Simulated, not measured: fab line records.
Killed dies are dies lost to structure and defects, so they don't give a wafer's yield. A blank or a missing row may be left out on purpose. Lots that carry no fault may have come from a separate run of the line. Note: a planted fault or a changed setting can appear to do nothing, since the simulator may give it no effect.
Split-lot trial    flow rit-cmos    on a route of 202 steps: 5 lots, 23 wafers read

## SPLIT DETAILS
At RIT_ACTIVE_COAT_06 (resist thk 1000 nm), the setting spin-rpm was moved away from the recipe's 3250 rpm on 9 of the 23 wafers read, by -5.4% to +4.2%. The other wafers ran this setting at the recipe's value.

The reading comes from the split's own step.

## THE READING
NOVOLAK_of_ACTIVE_COAT_06.thk-nm (the simulator's own value, which no gauge read), in nm, at RIT_ACTIVE_COAT_06 (resist thk 1000 nm). There is no usual value for it anywhere in the file. The 14 wafers here that ran the recipe average 1002.8 nm, standard deviation 1.8 nm.

wafer   tool, chamber at the split  spin-rpm as run, rpm  against the recipe  NOVOLAK_of_ACTIVE_COAT_06.thk-nm, nm  against lot-mates on the recipe
L078.1  litho-track-03, 0           3250                  recipe              1002                                  -
L078.3  litho-track-03, 0           3250                  recipe              1002                                  -
L078.4  litho-track-03, 0           3250                  recipe              1002                                  -
L078.5  litho-track-03, 0           3133                  -3.6%               1019                                  +17.0
L078.6  litho-track-03, 0           3133                  -3.6%               1018                                  +16.0
L079.1  litho-track-04, 0           3385                  +4.2%               984.9                                 -17.1
L079.2  litho-track-04, 0           3250                  recipe              1001                                  -
L079.5  litho-track-04, 0           3250                  recipe              1001                                  -
L079.3  litho-track-04, 0           3385                  +4.2%               983.8                                 -18.2
L079.6  litho-track-04, 0           3250                  recipe              1004                                  -
L080.1  litho-track-03, 0           3076                  -5.4%               1029                                  +22.5
L080.2  litho-track-03, 0           3250                  recipe              1007                                  -
L080.3  litho-track-03, 0           3076                  -5.4%               1031                                  +24.5
L080.5  litho-track-03, 0           3250                  recipe              1006                                  -
L080.6  litho-track-03, 0           3076                  -5.4%               1030                                  +23.5
L081.1  litho-track-04, 0           3250                  recipe              1004                                  -
L081.3  litho-track-04, 0           3379                  +4.0%               985.4                                 -17.9
L081.4  litho-track-04, 0           3250                  recipe              1003                                  -
L081.5  litho-track-04, 0           3250                  recipe              1003                                  -
L081.6  litho-track-04, 0           3379                  +4.0%               985.2                                 -18.1
L084.1  litho-track-01, 0           3250                  recipe              1002                                  -
L084.2  litho-track-01, 0           3250                  recipe              1001                                  -
L084.3  litho-track-01, 0           3250                  recipe              1001                                  -

THE FIT
A straight line over all 23 wafers: NOVOLAK_of_ACTIVE_COAT_06.thk-nm changes by -4.72 nm for each +1% of spin-rpm; r = -0.99; the points scatter about the line by 1.8 nm.
The same after taking each lot's own level away (the mean of its wafers on the recipe; 23 wafers): -4.42 nm for each +1%; r = -1.00; scatter 0.79 nm.
That fit puts the effect of the largest move of spin-rpm on the reading at 24 nm.
The lots' own levels span 1001.33 to 1006.50 nm, that is 2.8 times the standard deviation above.
Hence the lot-to-lot level has little effect on the slope; both slopes agree.
Check: with one of the wafers moved furthest among these (-5.4%) left out of the fit, the line predicts +24 nm for it against its lot-mates. It came out at +22.5 nm against them.

## THE OTHER SPLITS THESE WAFERS WENT THROUGH
Note: prior to the reading, these wafers also went through further splits. Each is held against what the fit with the lots' levels taken away leaves over:
other split on the same wafers     wafers away from the commonest value  r with NOVOLAK_of_ACTIVE_COAT_06.thk-nm (lot level and that fit taken away)
RIT_ACTIVE_OXIDATION_01 ox-time-s  15                                    -0.01

## FILE'S OWN FIT
NOVOLAK_of_ACTIVE_COAT_06.thk-nm changes by -4.43 nm for each +1% of spin-rpm, r = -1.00.
